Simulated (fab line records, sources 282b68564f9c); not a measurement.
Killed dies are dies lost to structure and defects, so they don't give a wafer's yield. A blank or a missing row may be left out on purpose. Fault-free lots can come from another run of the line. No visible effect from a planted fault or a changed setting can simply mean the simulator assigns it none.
fab line records + flow rit-cmos
record:
- lots: 6
- wafers: 18
- last-day: 7
route steps=202 shown NLDD@103 PLDD@114 SPACER@125 NSD@131
lots that met no fault: taken from a fault-free run of the same line
start-h: hours from the record's opening day to when the first of the lot's shown wafers began + wait-h: time in hours since the lot's previous step + " same as the row above + L1.1+2: several wafers, shown together as one row + - value missing, or start not given + * or withheld: withheld + < > ~ a bound
route shown NAME@n: names a module that has steps shown in the file, with the first one's number in the route + usual: the fault-free wafers' mean and standard deviation + same: alike in all rows + chamber/n: place in a boat + sites: each site's reading + _std_site: the values' standard deviation + _edge_site: the outer-site mean with the inner-site mean subtracted + radius-mm: how far each site lies from the wafer's centre + mask NAME#n: copy n + behind: the tool/chamber that last shaped the wafer + hold: why the lot went on hold/how many hours it stayed there/how the hold came to an end + device: which transistor (n, p or np) failed to switch + end of line: the same wafers' tests at the end of the route + a step without rows: its recipe alone + killed: at the first sort, the dies lost to defects and structure; wafer yield is something else + map: per-die view of a wafer (x killed, . not killed, _ where there is no die)
set.NAME: the setting that was run; set.NAME@STEP: the one run at that earlier step + model.NAME: the simulator's own value behind a step, which no gauge read
lots at some steps of the route; a table a step, a row a wafer
services: a tool's chamber out of use, with start hour (start-h, from the record's first day; less than 0 if before it), hours out, and reason
== steps ==
step: RIT_NLDD_HMDS_00
recipe:
- prime-time-s: 60
- prime-temp-c: 140
step: RIT_NLDD_COAT_01
recipe:
- resist: NOVOLAK
- spin-rpm: 3250
- resist-thk-nm: 1000
step: RIT_NLDD_SOFTBAKE_02
recipe:
- resist: NOVOLAK
- temp-c: 90
- time-s: 60
step: RIT_NLDD_EXPOSE_03
recipe:
- mask-id: M7
- na: 0.57
- target-cd-nm: 40700
- dose-mj: 250
step: RIT_NLDD_PEB_04
recipe:
- resist: NOVOLAK
- temp-c: withheld
- time-s: withheld
step: RIT_NLDD_DEVELOP_05
recipe:
- resist: NOVOLAK
- develop-time-s: 50
- dev-temp-c: 23
step: RIT_NLDD_OVL_MEAS_06
usual:
- NLDD_OVL: -0.5/1.4
| lot.wafer | tool       | chamber | start-h | wait-h | NLDD_OVL[nm] |
|-----------|------------|---------|---------|--------|--------------|
| L936.2    | overlay-01 | -       | 83.16   | -      | -1.3         |
| L936.3    | "          | -       | "       | "      | -1.3         |
| L936.4    | "          | -       | "       | "      | -2.3         |
| L937.1    | overlay-02 | -       | 85.60   | -      | 1.3          |
| L937.3    | "          | -       | "       | "      | 1.8          |
| L937.5    | "          | -       | "       | "      | 1.0          |
| L943.1    | overlay-02 | -       | 118.37  | -      | 0.9          |
| L943.4    | "          | -       | "       | "      | -0.6         |
| L943.6    | "          | -       | "       | "      | 0.8          |
| L944.1    | overlay-02 | -       | 123.73  | -      | -2.1         |
| L944.2    | "          | -       | "       | "      | -0.4         |
| L944.5    | "          | -       | "       | "      | -1.6         |
| L945.2    | overlay-01 | -       | 130.53  | -      | -0.3         |
| L945.4    | "          | -       | "       | "      | -2.8         |
| L945.6    | "          | -       | "       | "      | 0.5          |
| L951.2    | overlay-02 | -       | 159.47  | -      | -1.0         |
| L951.5    | "          | -       | "       | "      | -0.2         |
| L951.6    | "          | -       | "       | "      | -0.6         |
step: RIT_NLDD_HARDBAKE_07
recipe:
- resist: NOVOLAK
- temp-c: 140
- time-s: 60
step: RIT_NLDD_IMPLANT_08
recipe:
- species: P
- energy-kev: 20
- dose-cm2: 5.079e+14
- tilt-deg: 7
step: RIT_NLDD_STRIP_09
recipe:
- chemistry: O2
- time-s: 180
- resist: NOVOLAK
- platen-temp-c: withheld
- power-w: 500
- pressure-mtorr: 4000
- o2-flow-sccm: 4000
usual:
- drypump-motor-current-A: 6.01/0.29
- o2-flow-sccm: 4001/11
| lot.wafer | tool            | chamber | start-h | wait-h | drypump-motor-current-A | o2-flow-sccm | rf-hours-counter-h |
|-----------|-----------------|---------|---------|--------|-------------------------|--------------|--------------------|
| L936.2    | plasma-asher-04 | 0       | 83.49   | 0.1    | 6.35                    | 4004         | 31                 |
| L936.3    | "               | 1       | "       | "      | 5.88                    | 4017         | -                  |
| L936.4    | "               | 0       | "       | "      | 6.37                    | 3984         | -                  |
| L937.1    | plasma-asher-03 | 1       | 85.94   | 0.1    | 6.09                    | 3987         | 43                 |
| L937.3    | "               | 0       | "       | "      | 5.63                    | 3998         | -                  |
| L937.5    | "               | 1       | "       | "      | 6.04                    | 3992         | -                  |
| L943.1    | plasma-asher-04 | 1       | 118.70  | 0.1    | 5.86                    | 4004         | 35                 |
| L943.4    | "               | 0       | "       | "      | 6.40                    | 3982         | -                  |
| L943.6    | "               | 0       | "       | "      | 6.38                    | 3999         | -                  |
| L944.1    | plasma-asher-04 | 1       | 124.21  | 0.2    | 5.85                    | 4003         | 36                 |
| L944.2    | "               | 0       | "       | "      | 6.39                    | 4017         | 36                 |
| L944.5    | "               | 0       | "       | "      | 6.35                    | 3993         | -                  |
| L945.2    | plasma-asher-01 | 0       | 130.86  | 0.1    | 6.32                    | 4001         | 0                  |
| L945.4    | "               | 1       | "       | "      | 5.69                    | 4006         | -                  |
| L945.6    | "               | 1       | "       | "      | 5.71                    | 3995         | -                  |
| L951.2    | plasma-asher-04 | 1       | 159.80  | 0.1    | 5.85                    | 4014         | 40                 |
| L951.5    | "               | 0       | "       | "      | 6.39                    | 4008         | -                  |
| L951.6    | "               | 1       | "       | "      | 5.86                    | 4009         | -                  |
step: RIT_NLDD_TW_MEAS_10
usual:
- NLDD_TW: 2485/13
| lot.wafer | tool          | chamber | start-h | wait-h | NLDD_TW |
|-----------|---------------|---------|---------|--------|---------|
| L936.2    | film-metro-02 | -       | 83.67   | 0.1    | 2474    |
| L936.3    | "             | -       | "       | "      | 2488    |
| L936.4    | "             | -       | "       | "      | 2470    |
| L937.1    | film-metro-01 | -       | 86.11   | 0.1    | 2483    |
| L937.3    | "             | -       | "       | "      | 2481    |
| L937.5    | "             | -       | "       | "      | 2473    |
| L943.1    | film-metro-01 | -       | 118.88  | 0.1    | 2498    |
| L943.4    | "             | -       | "       | "      | 2501    |
| L943.6    | "             | -       | "       | "      | 2500    |
| L944.1    | film-metro-03 | -       | 124.39  | 0.1    | 2486    |
| L944.2    | "             | -       | "       | "      | 2494    |
| L944.5    | "             | -       | "       | "      | 2492    |
| L945.2    | film-metro-03 | -       | 131.04  | 0.1    | 2489    |
| L945.4    | "             | -       | "       | "      | 2479    |
| L945.6    | "             | -       | "       | "      | 2489    |
| L951.2    | film-metro-03 | -       | 159.99  | 0.1    | 2476    |
| L951.5    | "             | -       | "       | "      | 2471    |
| L951.6    | "             | -       | "       | "      | 2490    |
step: RIT_PLDD_HMDS_00
recipe:
- prime-time-s: 60
- prime-temp-c: 140
step: RIT_PLDD_COAT_01
recipe:
- resist: NOVOLAK
- spin-rpm: 3250
- resist-thk-nm: 1000
usual:
- chill-plate-temp-C: 23.01/0.1
- dispense-pressure-kPa: 53/4.5
| lot.wafer | tool           | chamber | start-h | wait-h | chill-plate-temp-C | dispense-pressure-kPa |
|-----------|----------------|---------|---------|--------|--------------------|-----------------------|
| L936.2    | litho-track-03 | 0       | 83.90   | 0.1    | 23.18              | 58                    |
| L936.3    | "              | 0       | "       | "      | 23.12              | 58                    |
| L936.4    | "              | 0       | "       | "      | 23.13              | 58                    |
| L937.1    | litho-track-01 | 0       | 86.32   | 0.1    | 23.00              | 47                    |
| L937.3    | "              | 0       | "       | "      | 22.94              | 47                    |
| L937.5    | "              | 0       | "       | "      | 23.02              | 47                    |
| L943.1    | litho-track-03 | -       | 119.09  | 0.1    | -                  | -                     |
| L943.4    | "              | -       | "       | "      | -                  | -                     |
| L943.6    | "              | -       | "       | "      | -                  | -                     |
| L944.1    | litho-track-03 | -       | 124.79  | 0.1    | -                  | -                     |
| L944.2    | "              | -       | "       | "      | -                  | -                     |
| L944.5    | "              | -       | "       | "      | -                  | -                     |
| L945.2    | litho-track-01 | 0       | 131.29  | 0.1    | 22.98              | 47                    |
| L945.4    | "              | 0       | "       | "      | 22.93              | 47                    |
| L945.6    | "              | 0       | "       | "      | 23.07              | 47                    |
| L951.2    | litho-track-04 | 0       | 160.21  | 0.1    | 23.09              | 54                    |
| L951.5    | "              | 0       | "       | "      | 22.91              | 54                    |
| L951.6    | "              | 0       | "       | "      | 23.04              | 54                    |
step: RIT_PLDD_SOFTBAKE_02
recipe:
- resist: NOVOLAK
- temp-c: 90
- time-s: 60
step: RIT_PLDD_EXPOSE_03
recipe:
- mask-id: M8
- na: 0.57
- target-cd-nm: 40900
- dose-mj: 250
step: RIT_PLDD_PEB_04
recipe:
- resist: NOVOLAK
- temp-c: withheld
- time-s: withheld
step: RIT_PLDD_DEVELOP_05
recipe:
- resist: NOVOLAK
- develop-time-s: 51.36
- dev-temp-c: 23
step: RIT_PLDD_OVL_MEAS_06
usual:
- PLDD_OVL: 0.0/1.4
| lot.wafer | tool       | chamber | start-h | wait-h | PLDD_OVL[nm] |
|-----------|------------|---------|---------|--------|--------------|
| L936.2    | overlay-02 | -       | 84.70   | -      | -1.3         |
| L936.3    | "          | -       | "       | "      | -0.7         |
| L936.4    | "          | -       | "       | "      | -2.5         |
| L937.1    | overlay-01 | -       | 87.15   | -      | -1.8         |
| L937.3    | "          | -       | "       | "      | -1.3         |
| L937.5    | "          | -       | "       | "      | -2.1         |
| L943.1    | overlay-02 | -       | 119.91  | -      | -            |
| L943.4    | "          | -       | "       | "      | -            |
| L943.6    | "          | -       | "       | "      | -            |
| L944.1    | overlay-01 | -       | 125.64  | -      | -            |
| L944.2    | "          | -       | "       | "      | -            |
| L944.5    | "          | -       | "       | "      | -            |
| L945.2    | overlay-02 | -       | 131.97  | -      | -0.2         |
| L945.4    | "          | -       | "       | "      | -0.6         |
| L945.6    | "          | -       | "       | "      | -1.8         |
| L951.2    | overlay-02 | -       | 161.02  | -      | -0.2         |
| L951.5    | "          | -       | "       | "      | 0.6          |
| L951.6    | "          | -       | "       | "      | 1.2          |
step: RIT_PLDD_HARDBAKE_07
recipe:
- resist: NOVOLAK
- temp-c: 140
- time-s: 60
step: RIT_PLDD_IMPLANT_08
recipe:
- species: BF2
- energy-kev: 20
- dose-cm2: 9e+14
- tilt-deg: 7
step: RIT_PLDD_STRIP_09
recipe:
- chemistry: O2
- time-s: 180
- resist: NOVOLAK
- platen-temp-c: withheld
- power-w: 500
- pressure-mtorr: 4000
- o2-flow-sccm: 4000
usual:
- drypump-motor-current-A: 5.90/0.22
- o2-flow-sccm: 4001/13
| lot.wafer | tool            | chamber | start-h | wait-h | drypump-motor-current-A | o2-flow-sccm | rf-hours-counter-h |
|-----------|-----------------|---------|---------|--------|-------------------------|--------------|--------------------|
| L936.2    | plasma-asher-04 | 0       | 85.34   | 0.1    | 6.34                    | 3998         | 31                 |
| L936.3    | "               | 0       | "       | "      | 6.36                    | 3999         | -                  |
| L936.4    | "               | 1       | "       | "      | 5.86                    | 3996         | -                  |
| L937.1    | plasma-asher-03 | 1       | 87.48   | 0.1    | 6.04                    | 4012         | 43                 |
| L937.3    | "               | 0       | "       | "      | 5.60                    | 4022         | -                  |
| L937.5    | "               | 1       | "       | "      | 6.06                    | 4010         | -                  |
| L943.1    | plasma-asher-03 | 0       | 120.25  | 0.1    | 5.61                    | 3994         | 47                 |
| L943.4    | "               | 1       | "       | "      | 6.00                    | 3995         | -                  |
| L943.6    | "               | 0       | "       | "      | 5.58                    | 3970         | -                  |
| L944.1    | plasma-asher-02 | 0       | 126.12  | 0.2    | 5.81                    | 4015         | 49                 |
| L944.2    | "               | 1       | "       | "      | 5.82                    | 3978         | 49                 |
| L944.5    | "               | 0       | "       | "      | 5.83                    | 4017         | -                  |
| L945.2    | plasma-asher-03 | 0       | 132.30  | 0.1    | 5.59                    | 4007         | 48                 |
| L945.4    | "               | 0       | "       | "      | 5.61                    | 4006         | -                  |
| L945.6    | "               | 0       | "       | "      | 5.60                    | 4000         | -                  |
| L951.2    | plasma-asher-04 | 1       | 161.35  | 0.1    | 5.86                    | 3994         | 40                 |
| L951.5    | "               | 0       | "       | "      | 6.39                    | 3993         | -                  |
| L951.6    | "               | 1       | "       | "      | 5.85                    | 3968         | -                  |
step: RIT_PLDD_TW_MEAS_10
usual:
- PLDD_TW: 2334/12
| lot.wafer | tool          | chamber | start-h | wait-h | PLDD_TW |
|-----------|---------------|---------|---------|--------|---------|
| L936.2    | film-metro-02 | -       | 85.52   | 0.1    | 2331    |
| L936.3    | "             | -       | "       | "      | 2321    |
| L936.4    | "             | -       | "       | "      | 2331    |
| L937.1    | film-metro-01 | -       | 87.66   | 0.1    | 2332    |
| L937.3    | "             | -       | "       | "      | 2333    |
| L937.5    | "             | -       | "       | "      | 2346    |
| L943.1    | film-metro-03 | -       | 120.42  | 0.1    | 2337    |
| L943.4    | "             | -       | "       | "      | 2333    |
| L943.6    | "             | -       | "       | "      | 2340    |
| L944.1    | film-metro-02 | -       | 126.30  | 0.1    | 2322    |
| L944.2    | "             | -       | "       | "      | 2338    |
| L944.5    | "             | -       | "       | "      | 2331    |
| L945.2    | film-metro-01 | -       | 132.49  | 0.1    | 2352    |
| L945.4    | "             | -       | "       | "      | 2337    |
| L945.6    | "             | -       | "       | "      | 2339    |
| L951.2    | film-metro-01 | -       | 161.53  | 0.1    | 2324    |
| L951.5    | "             | -       | "       | "      | 2335    |
| L951.6    | "             | -       | "       | "      | 2339    |
step: RIT_SPACER_CLEAN_00
recipe:
- chemistry: SC1
- mix: 3:3:50
- time-s: 600
- temp-c: 75
step: RIT_SPACER_CLEAN_01
recipe:
- chemistry: dHF
- dilution: 50:1
- time-s: 30
step: RIT_SPACER_CLEAN_02
recipe:
- chemistry: SC2
- mix: 3:3:50
- time-s: 600
- temp-c: 75
- dry: n2-spin
step: RIT_SPACER_CVD_03
recipe:
- material: Si3N4
- target-thk-nm: 250
- temp-c: 810
- precursor: SiH2Cl2/NH3
- time-s: 3300
- pressure-mtorr: 300
- sih2cl2-flow-sccm: 60
- nh3-flow-sccm: 150
step: RIT_SPACER_THK_MEAS_04
recipe:
- reads: Si3N4_of_SPACER_CVD_03
usual:
- SPACER_NITRIDE_THK: 249.7/2.7
| lot.wafer | tool          | chamber | start-h | wait-h | SPACER_NITRIDE_THK[nm] |
|-----------|---------------|---------|---------|--------|------------------------|
| L936.2    | film-metro-02 | -       | 87.88   | 0.0    | 245.4                  |
| L936.3    | "             | -       | "       | "      | 247.8                  |
| L936.4    | "             | -       | "       | "      | 248.5                  |
| L937.1    | film-metro-04 | -       | 90.04   | 0.0    | 253.1                  |
| L937.3    | "             | -       | "       | "      | 250.3                  |
| L937.5    | "             | -       | "       | "      | 250.5                  |
| L943.1    | film-metro-04 | -       | 122.77  | 0.0    | 246.2                  |
| L943.4    | "             | -       | "       | "      | 244.2                  |
| L943.6    | "             | -       | "       | "      | 243.6                  |
| L944.1    | film-metro-02 | -       | 128.67  | 0.0    | 247.9                  |
| L944.2    | "             | -       | "       | "      | 249.7                  |
| L944.5    | "             | -       | "       | "      | 249.2                  |
| L945.2    | film-metro-03 | -       | 134.85  | 0.0    | 251.1                  |
| L945.4    | "             | -       | "       | "      | 251.0                  |
| L945.6    | "             | -       | "       | "      | 250.7                  |
| L951.2    | film-metro-02 | -       | 163.89  | 0.0    | 248.8                  |
| L951.5    | "             | -       | "       | "      | 248.5                  |
| L951.6    | "             | -       | "       | "      | 246.7                  |
step: RIT_SPACER_ETCHBACK_05
recipe:
- target-depth-a: 2500
- SF6_flow_sccm: 30
- CHF3_flow_sccm: 30
- target: Si3N4
- chemistry: SF6/CHF3
- pressure-mtorr: 40
- rf-w: 250
- time-s: 240
- stop-on: SiO2
usual:
- SF6_flow_sccm: 30.00/0.094
- drypump-motor-current-A: 5.6/0.32
- oes-product-au: 0.848/0.015
- throttle-valve-pct: 10.22/0.19
| lot.wafer | tool        | chamber | start-h | wait-h | SF6_flow_sccm | drypump-motor-current-A | oes-product-au | rf-hours-counter-h | throttle-valve-pct |
|-----------|-------------|---------|---------|--------|---------------|-------------------------|----------------|--------------------|--------------------|
| L936.2    | rie-diel-02 | 2       | 87.93   | 0.0    | 29.94         | 5.7                     | 0.823          | 5                  | 10.16              |
| L936.3    | "           | 0       | "       | "      | 29.88         | 6.0                     | 0.827          | 57                 | 10.54              |
| L936.4    | "           | 1       | "       | "      | 29.90         | 5.4                     | 0.849          | 8                  | 10.14              |
| L937.1    | rie-diel-03 | 3       | 90.10   | 0.1    | 30.10         | 5.2                     | 0.868          | 115                | 10.28              |
| L937.3    | "           | 0       | "       | "      | 29.99         | 5.8                     | 0.858          | 34                 | 10.09              |
| L937.5    | "           | 1       | "       | "      | 29.98         | 6.0                     | 0.861          | -                  | 10.00              |
| L943.1    | rie-diel-02 | 2       | 122.83  | 0.1    | 30.05         | 5.6                     | 0.828          | 6                  | 10.14              |
| L943.4    | "           | 1       | "       | "      | 29.95         | 5.3                     | 0.832          | 9                  | 10.14              |
| L943.6    | "           | 0       | "       | "      | 30.13         | 6.0                     | 0.821          | -                  | 10.54              |
| L944.1    | rie-diel-03 | 2       | 128.73  | 0.1    | 30.04         | 5.3                     | 0.860          | 113                | 10.04              |
| L944.2    | "           | 1       | "       | "      | 29.92         | 6.1                     | 0.857          | 84                 | 10.00              |
| L944.5    | "           | 0       | "       | "      | 30.01         | 5.8                     | 0.865          | -                  | 10.08              |
| L945.2    | rie-diel-03 | 1       | 134.90  | 0.0    | 30.11         | 6.0                     | 0.852          | 84                 | 9.97               |
| L945.4    | "           | 0       | "       | "      | 29.94         | 5.9                     | 0.857          | 35                 | 10.10              |
| L945.6    | "           | 2       | "       | "      | 30.12         | 5.3                     | 0.865          | -                  | 10.03              |
| L951.2    | rie-diel-02 | 1       | 163.94  | 0.0    | 29.81         | 5.3                     | 0.845          | 10                 | 10.14              |
| L951.5    | "           | 3       | "       | "      | 29.94         | 5.8                     | 0.823          | -                  | 10.59              |
| L951.6    | "           | 2       | "       | "      | 30.02         | 5.6                     | 0.828          | -                  | 10.17              |
step: RIT_NSD_HMDS_00
recipe:
- prime-time-s: 60
- prime-temp-c: 140
step: RIT_NSD_COAT_01
recipe:
- resist: NOVOLAK
- spin-rpm: 3250
- resist-thk-nm: 1000
step: RIT_NSD_SOFTBAKE_02
recipe:
- resist: NOVOLAK
- temp-c: 90
- time-s: 60
step: RIT_NSD_EXPOSE_03
recipe:
- mask-id: M9
- na: 0.57
- target-cd-nm: 40700
- dose-mj: 250
step: RIT_NSD_PEB_04
recipe:
- resist: NOVOLAK
- temp-c: withheld
- time-s: withheld
step: RIT_NSD_DEVELOP_05
recipe:
- resist: NOVOLAK
- develop-time-s: 50
- dev-temp-c: 23
step: RIT_NSD_OVL_MEAS_06
usual:
- NSD_OVL: 0.0/1.5
| lot.wafer | tool       | chamber | start-h | wait-h | NSD_OVL[nm] |
|-----------|------------|---------|---------|--------|-------------|
| L936.2    | overlay-02 | -       | 89.06   | -      | 0.1         |
| L936.3    | "          | -       | "       | "      | 2.1         |
| L936.4    | "          | -       | "       | "      | 1.8         |
| L937.1    | overlay-02 | -       | 91.22   | -      | 2.6         |
| L937.3    | "          | -       | "       | "      | 0.0         |
| L937.5    | "          | -       | "       | "      | 0.5         |
| L943.1    | overlay-01 | -       | 123.84  | -      | 0.8         |
| L943.4    | "          | -       | "       | "      | 0.5         |
| L943.6    | "          | -       | "       | "      | 2.4         |
| L944.1    | overlay-01 | -       | 129.86  | -      | -1.6        |
| L944.2    | "          | -       | "       | "      | 0.4         |
| L944.5    | "          | -       | "       | "      | -0.1        |
| L945.2    | overlay-02 | -       | 136.03  | -      | 0.2         |
| L945.4    | "          | -       | "       | "      | -0.2        |
| L945.6    | "          | -       | "       | "      | -0.1        |
| L951.2    | overlay-02 | -       | 165.08  | -      | -0.5        |
| L951.5    | "          | -       | "       | "      | -0.5        |
| L951.6    | "          | -       | "       | "      | -0.1        |
step: RIT_NSD_HARDBAKE_07
recipe:
- resist: NOVOLAK
- temp-c: 140
- time-s: 60
step: RIT_NSD_IMPLANT_08
recipe:
- species: P
- energy-kev: 25
- dose-cm2: 1e+15
- tilt-deg: 7
step: RIT_NSD_STRIP_09
recipe:
- chemistry: O2
- time-s: 180
- resist: NOVOLAK
- platen-temp-c: withheld
- power-w: 500
- pressure-mtorr: 4000
- o2-flow-sccm: 4000
usual:
- drypump-motor-current-A: 5.87/0.22
- o2-flow-sccm: 3999/14
| lot.wafer | tool            | chamber | start-h | wait-h | drypump-motor-current-A | o2-flow-sccm | rf-hours-counter-h |
|-----------|-----------------|---------|---------|--------|-------------------------|--------------|--------------------|
| L936.2    | plasma-asher-02 | 0       | 89.39   | 0.1    | 5.81                    | 4017         | 45                 |
| L936.3    | "               | 1       | "       | "      | 5.82                    | 3987         | -                  |
| L936.4    | "               | 0       | "       | "      | 5.81                    | 4000         | -                  |
| L937.1    | plasma-asher-03 | 0       | 91.56   | 0.1    | 5.60                    | 4028         | 44                 |
| L937.3    | "               | 0       | "       | "      | 5.59                    | 4007         | -                  |
| L937.5    | "               | 0       | "       | "      | 5.60                    | 4011         | -                  |
| L943.1    | plasma-asher-03 | 0       | 124.18  | 0.1    | 5.59                    | 3991         | 47                 |
| L943.4    | "               | 1       | "       | "      | 6.03                    | 4020         | -                  |
| L943.6    | "               | 0       | "       | "      | 5.60                    | 3991         | -                  |
| L944.1    | plasma-asher-03 | 1       | 130.35  | 0.2    | 6.02                    | 3974         | 48                 |
| L944.2    | "               | 0       | "       | "      | 5.59                    | 3994         | 48                 |
| L944.5    | "               | 1       | "       | "      | 6.03                    | 4000         | -                  |
| L945.2    | plasma-asher-02 | 0       | 136.36  | 0.1    | 5.86                    | 4000         | 50                 |
| L945.4    | "               | 0       | "       | "      | 5.91                    | 4010         | -                  |
| L945.6    | "               | 0       | "       | "      | 5.84                    | 3995         | -                  |
| L951.2    | plasma-asher-01 | 0       | 165.41  | 0.1    | 6.29                    | 4020         | 4                  |
| L951.5    | "               | 1       | "       | "      | 5.75                    | 4007         | -                  |
| L951.6    | "               | 0       | "       | "      | 6.28                    | 4006         | -                  |
step: RIT_NSD_TW_MEAS_10
usual:
- NSD_TW: 3105/16
| lot.wafer | tool          | chamber | start-h | wait-h | hold                     | NSD_TW |
|-----------|---------------|---------|---------|--------|--------------------------|--------|
| L936.2    | film-metro-01 | -       | 89.58   | 0.1    | -                        | 3095   |
| L936.3    | "             | -       | "       | "      | -                        | 3099   |
| L936.4    | "             | -       | "       | "      | -                        | 3100   |
| L937.1    | film-metro-02 | -       | 91.73   | 0.1    | -                        | 3093   |
| L937.3    | "             | -       | "       | "      | -                        | 3100   |
| L937.5    | "             | -       | "       | "      | -                        | 3085   |
| L943.1    | film-metro-02 | -       | 124.36  | 0.1    | await-dispo/0.2h/release | 3282   |
| L943.4    | "             | -       | "       | "      | await-dispo/0.2h/release | 3277   |
| L943.6    | "             | -       | "       | "      | await-dispo/0.2h/release | 3276   |
| L943.1    | film-metro-02 | -       | 124.58  | 0.2    | -                        | 3274   |
| L943.4    | "             | -       | "       | "      | -                        | 3268   |
| L943.6    | "             | -       | "       | "      | -                        | 3283   |
| L944.1    | film-metro-01 | -       | 130.52  | 0.1    | await-dispo/0.2h/release | 3296   |
| L944.2    | "             | -       | "       | "      | await-dispo/0.2h/release | 3307   |
| L944.5    | "             | -       | "       | "      | await-dispo/0.2h/release | 3295   |
| L944.1    | film-metro-01 | -       | 130.75  | 0.2    | -                        | 3296   |
| L944.2    | "             | -       | "       | "      | -                        | 3301   |
| L944.5    | "             | -       | "       | "      | -                        | 3284   |
| L945.2    | film-metro-03 | -       | 136.54  | 0.1    | -                        | 3120   |
| L945.4    | "             | -       | "       | "      | -                        | 3120   |
| L945.6    | "             | -       | "       | "      | -                        | 3111   |
| L951.2    | film-metro-02 | -       | 165.59  | 0.1    | -                        | 3119   |
| L951.5    | "             | -       | "       | "      | -                        | 3109   |
| L951.6    | "             | -       | "       | "      | -                        | 3109   |
== services ==
| tool            | chamber | start-h | hours | kind       |
|-----------------|---------|---------|-------|------------|
| rie-diel-03     | 1       | 69.09   | 9.3   | repair     |
| rie-diel-03     | 3       | 69.48   | 14.2  | repair     |
| rie-diel-02     | 0       | 73.39   | 13.9  | repair     |
| plasma-asher-01 | -       | 105.73  | 12.0  | repair     |
| plasma-asher-01 | -       | 117.71  | 9.0   | pm         |
| plasma-asher-01 | 0       | 117.71  | 9.0   | vent-cycle |
| plasma-asher-01 | 1       | 117.71  | 9.0   | vent-cycle |
| plasma-asher-01 | 0       | 126.71  | -     | clean      |
| plasma-asher-01 | 1       | 126.71  | -     | clean      |
| rie-diel-03     | 0       | 142.34  | 7.7   | repair     |
== key ==
first-sign:
- step: RIT_PLDD_COAT_01
- reading: tool-record
- direction: missing
effect:
- step: RIT_PLDD_OVL_MEAS_06
- reading: PLDD_OVL
- direction: missing
effect:
- step: RIT_NSD_TW_MEAS_10
- reading: NSD_TW
- direction: up
- sigmas: 12
- usual: 3105
- struck: 3289
met-at RIT_PLDD_COAT_01
struck-wafers L943.1,L943.4,L943.6,L944.1,L944.2,L944.5
sort-left-out L943.1,L943.4,L943.6,L944.1,L944.2,L944.5
tester-left-out L943,L944
onset-between 83.90 119.09
fault:
- kind: skipped-step-whole
- tool: litho-track-03
- chamber: -
- onset-h: 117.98
- steps: RIT_PLDD_COAT_01
- scope: struck-lots-only
tester-left-out: of these lots the tester's yield and bins aren't shown, on N5 and GAA mostly nor the transistor test; their killed dies are dies lost to structure and defects alone, not to doping, threshold or leakage, so they don't give the yield
sort-left-out: the simulated sort isn't trusted on such a fault, so these wafers' sort isn't shown, and their yield isn't known
